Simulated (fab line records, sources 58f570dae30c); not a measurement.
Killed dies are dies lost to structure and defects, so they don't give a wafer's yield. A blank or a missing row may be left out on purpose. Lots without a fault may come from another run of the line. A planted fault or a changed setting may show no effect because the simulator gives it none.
fab line records | flow berkeley_cmos170
record lots=6 wafers=18 last_day=12
route steps=331 shown SDANNEAL@205 PSD@206 NSD@207 PLDD@208 NLDD@209 SILICIDE@210 CONTACT@216
lots that met no fault: from a run of the same line without faults
start_h: hours from the record's first day to the start of the lot's first wafer shown | wait_h: hours since the lot's step before | " the same as in the row above | L1.1+2: a row that stands for several wafers | - no value, or no start given | * or withheld: withheld | < > ~ a bound
route shown NAME@n: a module of which the file shows steps, and the number in the route of the first | usual: mean/standard deviation of fault-free wafers | same: alike in all rows | chamber/n: place in a boat | sites: the reading at each site | _std_site: their standard deviation | _edge_site: outer sites' mean less inner sites' | radius_mm: how far each site lies from the wafer's centre | mask NAME#n: copy n | behind: the tool/chamber that last shaped the wafer | hold: why the lot was held/for how many hours/how that ended | device: the transistor (n, p or np) that didn't switch | end of line: the same wafers' tests at the end of the route | a step without rows: its recipe alone | killed: dies lost to structure and defects at the first sort, not the wafer's yield | map: a wafer's dies, x killed, . not, _ none there
set.NAME: the setting as run; set.NAME@STEP: as run at that earlier step | model.NAME: the simulator's own value behind a step, which no gauge read
lots at some steps of the route; a table a step, a row a wafer
services: from which hour (start_h, from the record's first day; less than 0 if before it) a tool's chamber was out of use, for how many hours, and why
## steps
# step UCB170_SDANNEAL_RTA_01
# recipe temp_c=1050 time_s=5 ambient=N2
# step UCB170_SDANNEAL_RS_MEAS_02
# recipe thk_meas_gauge=four-point-probe
# usual PSD_RS=75.57/0.26
# columns lot.wafer tool chamber start_h wait_h PSD_RS[ohm/sq]
L170.1 film_metro-04 - 141.00 0.0 75.76
L170.3 " - " " 76.10
L170.5 " - " " 76.08
L173.1 film_metro-04 - 153.47 0.0 75.35
L173.2 " - " " 75.22
L173.6 " - " " 75.52
L174.3 film_metro-02 - 179.89 0.1 75.59
L174.4 " - " " 75.93
L174.5 " - " " 75.60
L177.2 film_metro-04 - 180.42 0.3 75.54
L177.3 " - " " 75.70
L177.4 " - " " 75.63
L188.1 film_metro-02 - 236.76 0.0 75.67
L188.3 " - " " 75.41
L188.5 " - " " 75.54
L192.3 film_metro-02 - 259.42 0.1 75.78
L192.5 " - " " 75.80
L192.6 " - " " 75.61
# step UCB170_SDANNEAL_RS_MEAS_03
# recipe thk_meas_gauge=four-point-probe
# usual NSD_RS=37.25/0.088
# columns lot.wafer tool chamber start_h wait_h NSD_RS[ohm/sq]
L170.1 film_metro-04 - 141.12 0.1 37.23
L170.3 " - " " 37.22
L170.5 " - " " 37.17
L173.1 film_metro-04 - 153.59 0.1 37.34
L173.2 " - " " 37.29
L173.6 " - " " 37.30
L174.3 film_metro-02 - 180.01 0.1 37.21
L174.4 " - " " 37.28
L174.5 " - " " 37.32
L177.2 film_metro-04 - 180.54 0.1 37.17
L177.3 " - " " 37.21
L177.4 " - " " 37.19
L188.1 film_metro-02 - 236.88 0.1 37.32
L188.3 " - " " 37.32
L188.5 " - " " 37.32
L192.3 film_metro-02 - 259.54 0.1 37.24
L192.5 " - " " 37.24
L192.6 " - " " 37.28
# step UCB170_SDANNEAL_RS_MEAS_04
# recipe thk_meas_gauge=four-point-probe
# usual PLDD_RS=1031/3.1
# columns lot.wafer tool chamber start_h wait_h PLDD_RS[ohm/sq]
L170.1 film_metro-04 - 141.24 0.1 1030
L170.3 " - " " 1027
L170.5 " - " " 1029
L173.1 film_metro-04 - 153.71 0.1 1028
L173.2 " - " " 1027
L173.6 " - " " 1029
L174.3 film_metro-02 - 180.13 0.1 1035
L174.4 " - " " 1031
L174.5 " - " " 1032
L177.2 film_metro-04 - 180.66 0.1 1037
L177.3 " - " " 1036
L177.4 " - " " 1034
L188.1 film_metro-02 - 237.00 0.1 1032
L188.3 " - " " 1031
L188.5 " - " " 1030
L192.3 film_metro-02 - 259.66 0.1 1037
L192.5 " - " " 1034
L192.6 " - " " 1036
# step UCB170_SDANNEAL_RS_MEAS_05
# recipe thk_meas_gauge=four-point-probe
# usual NLDD_RS=616.4/1.4
# columns lot.wafer tool chamber start_h wait_h NLDD_RS[ohm/sq]
L170.1 film_metro-04 - 141.36 0.1 615.9
L170.3 " - " " 617.0
L170.5 " - " " 617.3
L173.1 film_metro-04 - 153.83 0.1 614.2
L173.2 " - " " 615.0
L173.6 " - " " 615.0
L174.3 film_metro-02 - 180.25 0.1 614.6
L174.4 " - " " 614.4
L174.5 " - " " 614.6
L177.2 film_metro-04 - 180.78 0.1 616.4
L177.3 " - " " 614.1
L177.4 " - " " 616.1
L188.1 film_metro-02 - 237.12 0.1 615.0
L188.3 " - " " 614.8
L188.5 " - " " 615.6
L192.3 film_metro-02 - 259.78 0.1 616.8
L192.5 " - " " 616.2
L192.6 " - " " 616.3
# step UCB170_SILICIDE_PRE_CLEAN_00
# recipe gas=Ar preclean_etch_time_s=60
# step UCB170_SILICIDE_SPUTTER_01
# recipe material=Ti target_thk_nm=30 time_s=25 power_w=1500 chamber_pressure_pa=0.5
# usual throttle_valve_pct=29.5/0.62
# same time_s=25
# columns lot.wafer tool chamber start_h wait_h throttle_valve_pct
L170.1 pvd_sputter-02 - 141.55 0.0 29.4
L170.3 " - " " 28.8
L170.5 " - " " 29.1
L173.1 pvd_sputter-04 - 154.02 0.0 30.2
L173.2 " - " " 29.4
L173.6 " - " " 30.4
L174.3 pvd_sputter-04 - 180.40 0.0 29.9
L174.4 " - " " 28.7
L174.5 " - " " 29.6
L177.2 pvd_sputter-01 - 180.95 0.0 29.4
L177.3 " - " " 30.5
L177.4 " - " " 28.6
L188.1 pvd_sputter-02 - 237.30 0.0 30.0
L188.3 " - " " 29.1
L188.5 " - " " 29.3
L192.3 pvd_sputter-02 - 259.92 0.0 28.9
L192.5 " - " " 29.5
L192.6 " - " " 30.1
# step UCB170_SILICIDE_RS_MEAS_02
# recipe thk_meas_gauge=four-point-probe reads=Ti_of_SILICIDE_SPUTTER_01
# usual SILICIDE_TI_RS=26.3/0.34
# columns lot.wafer tool chamber start_h wait_h SILICIDE_TI_RS[ohm/sq]
L170.1 film_metro-01 - 141.58 0.0 25.9
L170.3 " - " " 26.0
L170.5 " - " " 26.2
L173.1 film_metro-04 - 154.05 0.0 26.3
L173.2 " - " " 26.1
L173.6 " - " " 26.1
L174.3 film_metro-01 - 180.47 0.1 26.1
L174.4 " - " " 26.3
L174.5 " - " " 26.0
L177.2 film_metro-01 - 181.00 0.0 25.9
L177.3 " - " " 26.0
L177.4 " - " " 26.2
L188.1 film_metro-02 - 237.42 0.1 26.8
L188.3 " - " " 26.2
L188.5 " - " " 26.4
L192.3 film_metro-01 - 259.99 0.1 26.8
L192.5 " - " " 26.7
L192.6 " - " " 27.3
# step UCB170_SILICIDE_THK_MEAS_03
# recipe thk_meas_gauge=xrf reads=Ti_of_SILICIDE_SPUTTER_01
# usual SILICIDE_TI_THK=29.2/0.38
# columns lot.wafer tool chamber start_h wait_h SILICIDE_TI_THK[nm]
L170.1 film_metro-01 - 141.70 0.1 29.5
L170.3 " - " " 29.3
L170.5 " - " " 29.3
L173.1 film_metro-04 - 154.17 0.1 29.3
L173.2 " - " " 29.4
L173.6 " - " " 29.4
L174.3 film_metro-01 - 180.57 0.1 29.4
L174.4 " - " " 29.2
L174.5 " - " " 29.4
L177.2 film_metro-01 - 181.11 0.1 29.5
L177.3 " - " " 29.3
L177.4 " - " " 29.2
L188.1 film_metro-02 - 237.54 0.1 29.0
L188.3 " - " " 29.7
L188.5 " - " " 29.3
L192.3 film_metro-01 - 260.09 0.1 28.6
L192.5 " - " " 28.8
L192.6 " - " " 28.3
# step UCB170_SILICIDE_RTA_04
# recipe temp_c=650 time_s=15 ambient=N2
# usual lamp_power_pct=10.5/0.5 wafer_temp_C_max=652.6/0.67
# same time_s=15
# columns lot.wafer tool chamber start_h wait_h lamp_power_pct wafer_temp_C_max
L170.1 rtp_anneal-01 0 141.76 0.1 11.0 652.3
L170.3 " 0 " " 11.0 652.3
L170.5 " 0 " " 11.0 651.8
L173.1 rtp_anneal-01 0 154.23 0.1 11.0 652.5
L173.2 " 0 " " 11.0 652.3
L173.6 " 0 " " 11.0 652.3
L174.3 rtp_anneal-02 0 180.63 0.1 10.0 652.4
L174.4 " 0 " " 10.0 653.1
L174.5 " 0 " " 10.1 653.3
L177.2 rtp_anneal-01 0 181.17 0.1 11.0 652.3
L177.3 " 0 " " 11.0 652.3
L177.4 " 0 " " 11.0 652.6
L188.1 rtp_anneal-02 0 237.60 0.1 10.1 653.7
L188.3 " 0 " " 10.0 652.1
L188.5 " 0 " " 10.1 652.2
L192.3 rtp_anneal-01 0 260.16 0.1 11.0 652.3
L192.5 " 0 " " 11.1 652.4
L192.6 " 0 " " 11.0 652.3
# step UCB170_SILICIDE_WET_ETCH_05
# recipe chemistry=SPM time_s=45 temp_c=120 target=Ti
# step UCB170_CONTACT_CLEAN_00
# recipe chemistry=SPM temp_c=120 time_s=600
# step UCB170_CONTACT_CVD_01
# recipe material=PSG target_thk_nm=700 temp_c=450 precursor=SiH4/O2/PH3 time_s=2820 pressure_mtorr=300 sih4_flow_sccm=60 o2_flow_sccm=90 ph3_flow_sccm=25
# same time_s=2820
# columns lot.wafer tool chamber start_h wait_h
L170.1+3+5 lpcvd-02 0 144.43 2.4
L173.1+2+6 lpcvd-01 0 154.50 0.0
L173.1+2+6 lpcvd-02 0 157.28 1.0
L174.3+4+5 lpcvd-02 1 181.13 0.3
L174.3+4+5 lpcvd-01 1 185.62 1.8
L177.2+3+4 lpcvd-01 0 181.92 0.5
L188.1+3+5 lpcvd-02 1 238.95 1.0
L192.3+5+6 lpcvd-02 1 264.30 0.5
# step UCB170_CONTACT_THK_MEAS_02
# recipe reads=PSG_of_CONTACT_CVD_01
# usual CONTACT_PSG_THK=697/7.9
# columns lot.wafer tool chamber start_h wait_h CONTACT_PSG_THK[nm]
L170.1 film_metro-01 - 147.10 0.0 699
L170.3 " - " " 705
L170.5 " - " " 696
L173.1 film_metro-01 - 159.11 0.1 1409
L173.2 " - " " 1398
L173.6 " - " " 1400
L177.2 film_metro-02 - 183.71 0.0 711
L177.3 " - " " 711
L177.4 " - " " 717
L174.3 film_metro-01 - 188.31 0.0 1401
L174.4 " - " " 1409
L174.5 " - " " 1398
L188.1 film_metro-01 - 241.63 0.0 690
L188.3 " - " " 687
L188.5 " - " " 694
L192.3 film_metro-01 - 267.00 0.0 675
L192.5 " - " " 679
L192.6 " - " " 687
# step UCB170_CONTACT_HMDS_03
# recipe prime_time_s=60 prime_temp_c=100
# step UCB170_CONTACT_COAT_04
# recipe resist=KrF spin_rpm=1500 resist_thk_nm=900
# step UCB170_CONTACT_SOFTBAKE_05
# recipe resist=KrF temp_c=130 time_s=60
# step UCB170_CONTACT_STRIP_06
# recipe chemistry=O2 power_w=400 pressure_mtorr=3500 platen_temp_c=withheld o2_flow_sccm=400 overash_fraction=0.5
# step UCB170_CONTACT_CLEAN_07
# recipe chemistry=SPM temp_c=120 time_s=600
# step UCB170_CONTACT_RTA_08
# recipe temp_c=900 time_s=10 ambient=N2
# usual lamp_power_pct=24.7/1.2 wafer_temp_C_max=903.7/0.94
# same time_s=10
# columns lot.wafer tool chamber start_h wait_h lamp_power_pct wafer_temp_C_max
L170.1 rtp_anneal-01 0 149.55 0.0 25.8 903.5
L170.3 " 0 " " 25.7 904.7
L170.5 " 0 " " 25.7 903.4
L173.1 rtp_anneal-01 0 159.96 0.0 25.7 902.4
L173.2 " 0 " " 25.8 903.1
L173.6 " 0 " " 25.7 903.3
L177.2 rtp_anneal-01 0 184.50 0.0 25.7 903.2
L177.3 " 0 " " 25.8 903.3
L177.4 " 0 " " 25.7 902.1
L174.3 rtp_anneal-02 0 189.56 0.0 23.5 903.7
L174.4 " 0 " " 23.4 903.5
L174.5 " 0 " " 23.4 904.0
L188.1 rtp_anneal-01 0 242.59 0.0 25.7 901.9
L188.3 " 0 " " 25.7 902.7
L188.5 " 0 " " 25.7 903.3
L192.3 rtp_anneal-01 0 268.42 0.0 25.8 903.4
L192.5 " 0 " " 25.8 903.4
L192.6 " 0 " " 25.8 904.1
# step UCB170_CONTACT_COAT_09
# recipe resist=BARC temp_c=withheld time_s=withheld spin_rpm=3000 resist_thk_nm=withheld
# step UCB170_CONTACT_COAT_10
# recipe resist=KrF spin_rpm=1500 resist_thk_nm=900
# step UCB170_CONTACT_SOFTBAKE_11
# recipe resist=KrF temp_c=130 time_s=60
# step UCB170_CONTACT_EXPOSE_12
# recipe mask_id=CONT target_cd_nm=700 na=0.5 sigma_outer=0.6 source_shape=conventional dose_mj=35
# step UCB170_CONTACT_PEB_13
# recipe peb_temp_c=130 peb_time_s=withheld resist=KrF
# step UCB170_CONTACT_DEVELOP_14
# recipe developer=TMAH develop_time_s=45 resist=KrF dev_temp_c=21
# step UCB170_CONTACT_CD_MEAS_15
# recipe target_cd_nm=700
# usual cd_nm=699.9/1.6
# columns lot.wafer tool chamber start_h wait_h cd_nm
L170.1 cd_sem-02 - 151.76 - 701.1
L170.3 " - " " 701.1
L170.5 " - " " 700.3
L173.1 cd_sem-01 - 161.27 - 698.6
L173.2 " - " " 699.3
L173.6 " - " " 699.4
L177.2 cd_sem-02 - 185.89 - 702.9
L177.3 " - " " 701.1
L177.4 " - " " 703.1
L174.3 cd_sem-02 - 190.62 - 700.9
L174.4 " - " " 699.3
L174.5 " - " " 702.3
L188.1 cd_sem-01 - 243.95 - 699.8
L188.3 " - " " 698.4
L188.5 " - " " 700.3
L192.3 cd_sem-01 - 269.35 - 700.1
L192.5 " - " " 701.3
L192.6 " - " " 700.4
# step UCB170_CONTACT_OVL_MEAS_16
# usual CONTACT_OVL=1/5.7
# columns lot.wafer tool chamber start_h wait_h CONTACT_OVL[nm]
L170.1 overlay-01 - 151.88 0.1 -1
L170.3 " - " " -1
L170.5 " - " " 2
L173.1 overlay-02 - 161.39 0.1 -3
L173.2 " - " " -6
L173.6 " - " " -7
L177.2 overlay-02 - 185.99 0.1 9
L177.3 " - " " -1
L177.4 " - " " 5
L174.3 overlay-01 - 190.71 0.1 11
L174.4 " - " " 13
L174.5 " - " " 7
L188.1 overlay-01 - 244.07 0.1 2
L188.3 " - " " -7
L188.5 " - " " -6
L192.3 overlay-02 - 269.44 0.1 0
L192.5 " - " " -5
L192.6 " - " " 5
# step UCB170_CONTACT_ETCH_17
# recipe chemistry=N2/H2 target_depth_a=withheld overetch_a=withheld target=BARC time_s=withheld source_w=500 bias_w=100 pressure_mtorr=30 n2_flow_sccm=100 h2_flow_sccm=200
# usual drypump_motor_current_A=5.7/0.63 oes_product_au=0.997/0.02 throttle_valve_pct=13.29/0.12
# columns lot.wafer tool chamber start_h wait_h drypump_motor_current_A oes_product_au throttle_valve_pct
L170.1 rie_diel-02 3 151.92 0.0 4.9 0.986 13.02
L170.3 " 1 " " 6.4 1.008 13.40
L170.5 " 1 " " 6.4 1.018 13.39
L173.1 rie_diel-02 2 161.43 0.0 5.5 1.035 13.26
L173.2 " 3 " " 4.9 0.988 13.01
L173.6 " 3 " " 4.9 0.995 13.02
L177.2 rie_diel-03 2 186.02 0.0 4.8 0.986 13.24
L177.3 " 1 " " 5.8 1.023 13.25
L177.4 " 3 " " 5.2 1.039 13.52
L174.3 rie_diel-02 1 190.73 0.0 6.4 1.007 13.41
L174.4 " 1 " " 6.4 0.999 13.41
L174.5 " 3 " " 4.9 0.991 13.02
L188.1 rie_diel-04 2 244.10 0.0 6.3 0.974 13.35
L188.3 " 3 " " 6.6 0.969 13.27
L188.5 " 3 " " 6.6 0.968 13.28
L192.3 rie_diel-04 1 269.46 0.0 6.7 1.003 13.21
L192.5 " 3 " " 6.6 0.977 13.27
L192.6 " 2 " " 6.4 0.978 13.34
# step UCB170_CONTACT_ETCH_18
# recipe chemistry=CHF3/CF4/Ar target=PSG stop_on=TiSi2 CHF3_flow_sccm=45 cf4_flow_sccm=15 Ar_flow_sccm=150 pressure_mtorr=200 rf_w=700 target_depth_a=8400 over_etch_frac=0.2 time_s=195
# usual drypump_motor_current_A=5.7/0.64 oes_product_au=0.887/0.017 throttle_valve_pct=6.92/0.095
# same time_s=195
# columns lot.wafer tool chamber start_h wait_h drypump_motor_current_A oes_product_au rf_hours_counter_h throttle_valve_pct model.CONTACT.feature_depth_nm model.etch.depth_nm
L170.1 rie_diel-02 3 - - 4.9 0.888 19 6.82 699.3 699.3
L170.3 " 1 " " 6.4 0.888 42 7.02 704.5 704.5
L170.5 " 1 " " 6.4 0.887 - 7.01 696.2 696.2
L173.1 rie_diel-02 2 - - 5.5 1.027 150 6.88 837.2 837.2
L173.2 " 3 " " 4.9 0.990 20 6.85 846 846
L173.6 " 3 " " 4.9 0.997 - 6.81 848.7 848.7
L177.2 rie_diel-03 2 - - 4.8 0.895 50 6.90 711.4 711.4
L177.3 " 1 " " 5.8 0.909 18 6.83 710.8 710.8
L177.4 " 3 " " 5.3 0.941 - 7.17 716.9 716.9
L174.3 rie_diel-02 1 - - 6.4 1.012 44 7.02 854.7 854.7
L174.4 " 1 " " 6.4 0.997 - 7.02 846.2 846.2
L174.5 " 3 " " 4.9 0.999 - 6.83 847.5 847.5
L188.1 rie_diel-04 2 - - 6.3 0.872 13 6.88 689.2 689.2
L188.3 " 3 " " 6.6 0.851 7 6.91 687.1 687.1
L188.5 " 3 " " 6.6 0.865 - 6.91 693.9 694
L192.3 rie_diel-04 1 - - 6.7 0.882 0 6.89 675.2 675.2
L192.5 " 3 " " 6.6 0.848 - 6.92 679.1 679.1
L192.6 " 2 " " 6.3 0.878 - 6.87 687.3 687.3
# step UCB170_CONTACT_STRIP_19
# recipe chemistry=O2 power_w=400 pressure_mtorr=3500 platen_temp_c=withheld o2_flow_sccm=400 overash_fraction=0.5
# usual drypump_motor_current_A=6.1/0.38 oes_product_au=0.725/0.0046
# columns lot.wafer tool chamber start_h wait_h drypump_motor_current_A oes_product_au rf_hours_counter_h
L170.1 plasma_asher-02 0 152.08 - 5.9 0.728 43
L170.3 " 0 " " 5.9 0.726 -
L170.5 " 1 " " 6.6 0.718 -
L173.1 plasma_asher-03 0 161.60 - 5.4 0.716 40
L173.2 " 1 " " 6.5 0.724 40
L173.6 " 1 " " 6.5 0.725 -
L177.2 plasma_asher-02 0 186.19 - 5.9 0.717 47
L177.3 " 0 " " 5.9 0.732 -
L177.4 " 1 " " 6.6 0.722 -
L174.3 plasma_asher-03 1 190.93 - 6.5 0.720 -
L174.4 " 0 " " 5.3 0.731 -
L174.5 " 0 " " 5.4 0.733 -
L188.1 plasma_asher-01 0 244.27 - 6.3 0.723 56
L188.3 " 1 " " 6.0 0.726 -
L188.5 " 1 " " 6.0 0.727 -
L192.3 plasma_asher-01 1 269.66 - 6.0 0.729 -
L192.5 " 0 " " 6.3 0.725 -
L192.6 " 1 " " 6.0 0.731 -
## services
# columns tool chamber start_h hours kind
pvd_sputter-02 - 124.44 1.4 repair
plasma_asher-01 - 126.32 7.1 repair
rie_diel-03 0 143.16 126.4 repair
rie_diel-02 2 179.80 - clean
rie_diel-02 2 179.80 17.4 scheduled_down
rie_diel-02 2 179.80 17.4 vent_cycle
rie_diel-02 0 194.72 9.8 repair
rie_diel-03 3 194.79 9.0 repair
rie_diel-02 0 208.05 4.4 repair
rtp_anneal-02 - 209.11 0.9 pm
pvd_sputter-02 - 217.03 3.4 repair
rie_diel-02 0 226.92 6.6 repair
rie_diel-04 1 231.33 8.4 repair
rie_diel-04 1 239.77 - clean
rie_diel-04 1 239.77 21.5 scheduled_down
rie_diel-04 1 239.77 21.5 vent_cycle
pvd_sputter-02 - 244.45 1.8 repair
rie_diel-03 - 251.40 0.1 repair
rie_diel-02 3 259.06 5.8 repair
pvd_sputter-04 - 268.64 0.8 repair
## key
first_sign step=UCB170_CONTACT_CVD_01 reading=visit direction=added
effect step=UCB170_CONTACT_THK_MEAS_02 reading=CONTACT_PSG_THK direction=up sigmas=90 usual=697 struck=1402
effect step=UCB170_CONTACT_ETCH_18 reading=oes_product_au direction=up sigmas=6.7 usual=0.887 struck=1.004
model_effect step=UCB170_CONTACT_ETCH_18 value=CONTACT.feature_depth_nm without=702.7 struck=846.7
met_at UCB170_CONTACT_CVD_01
struck_wafers L173.1,L173.2,L173.6,L174.3,L174.4,L174.5
later_rows_left_out L173.1,L173.2,L173.6,L174.3,L174.4,L174.5
sort_left_out L173.1,L173.2,L173.6,L174.3,L174.4,L174.5
tester_left_out L173,L174
fault kind=repeated_step_whole tool=lpcvd-01,lpcvd-02 chamber=- onset_h=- steps=UCB170_CONTACT_CVD_01 times=1 scope=struck_lots_only
# tester_left_out: of these lots the tester's yield and bins aren't shown, on N5 and GAA mostly nor the transistor test; their killed dies are dies lost to structure and defects alone, not to doping, threshold or leakage, so they don't give the yield
# sort_left_out: the simulated sort isn't trusted on such a fault, so these wafers' sort isn't shown, and their yield isn't known
# later_rows_left_out: the simulator's readings of these wafers behind a module that went badly wrong aren't trusted and aren't shown, but for the sort
